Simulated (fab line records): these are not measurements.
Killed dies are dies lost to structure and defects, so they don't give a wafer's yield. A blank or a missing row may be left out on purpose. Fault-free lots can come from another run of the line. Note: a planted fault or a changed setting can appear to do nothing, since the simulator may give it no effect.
Split-lot experiment    flow rit_cmos    route with 202 steps; 5 lots, 23 wafers read

SPLIT DETAILS
At RIT_ACTIVE_OXIDATION_01 (target thk 46.8 nm, ox time 3360 s), the setting ox_time_s was moved away from the recipe's 3360 s on 10 of the 23 wafers read, by -11.6% to +5.0%. The other wafers ran this setting at the recipe's value.

The file shows no step between the split and the reading.

THE READING
ACTIVE_OXIDE_THK in nanometres, read at RIT_ACTIVE_THK_MEAS_02. On this fab line, fault-free wafers typically give 46.4 nm with a standard deviation of 0.83 nm.

wafer   tool, chamber at the split  ox_time_s as run, s  against the recipe  ACTIVE_OXIDE_THK, nm  against lot-mates on the recipe
L074.2  furnace-04, 0               3360                 recipe              46.3                  -
L074.5  furnace-04, 0               3360                 recipe              47.8                  -
L074.6  furnace-04, 0               3360                 recipe              48.1                  -
L077.1  -, -                        2970                 -11.6%              42.3                  no lot-mate on the recipe
L077.2  -, -                        2970                 -11.6%              41.7                  no lot-mate on the recipe
L077.3  -, -                        2970                 -11.6%              42.9                  no lot-mate on the recipe
L077.4  -, -                        2970                 -11.6%              42.6                  no lot-mate on the recipe
L077.5  -, -                        2970                 -11.6%              42.4                  no lot-mate on the recipe
L078.1  -, -                        3360                 recipe              47.1                  -
L078.2  -, -                        3360                 recipe              46.3                  -
L078.3  -, -                        3360                 recipe              46.8                  -
L078.4  -, -                        3360                 recipe              47.1                  -
L078.6  -, -                        3360                 recipe              46.2                  -
L081.1  -, -                        3360                 recipe              47.0                  -
L081.2  -, -                        3360                 recipe              46.9                  -
L081.3  -, -                        3360                 recipe              47.0                  -
L081.4  -, -                        3360                 recipe              46.9                  -
L081.5  -, -                        3360                 recipe              47.6                  -
L084.2  -, -                        3529                 +5.0%               48.7                  no lot-mate on the recipe
L084.3  -, -                        3529                 +5.0%               48.8                  no lot-mate on the recipe
L084.4  -, -                        3529                 +5.0%               48.1                  no lot-mate on the recipe
L084.5  -, -                        3529                 +5.0%               48.1                  no lot-mate on the recipe
L084.6  -, -                        3529                 +5.0%               48.9                  no lot-mate on the recipe

THE FIT
A straight line over all 23 wafers: ACTIVE_OXIDE_THK changes by +0.378 nm for each +1% of ox_time_s; r = +0.97; the points scatter about the line by 0.53 nm.
Too few moved wafers with a lot-mate on the recipe to fit a line net of each lot's own level.

THE WHOLE CHAIN: every reading that the file lists as answering this split, in the file's order
step                     what it does                        reading                                                                              change (the file's fit)                r (the file's)
RIT_ACTIVE_OXIDATION_01  target thk 46.8 nm, ox time 3360 s  SiO2_of_ACTIVE_OXIDATION_01.thk_nm (the simulator's own value, which no gauge read)  +0.377 nm for each +1% of the setting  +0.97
RIT_ACTIVE_THK_MEAS_02                                       ACTIVE_OXIDE_THK                                                                     +0.378 for each +1% of the setting     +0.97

FILE'S OWN FIT
ACTIVE_OXIDE_THK changes by +0.378 nm for each +1% of ox_time_s, r = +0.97.
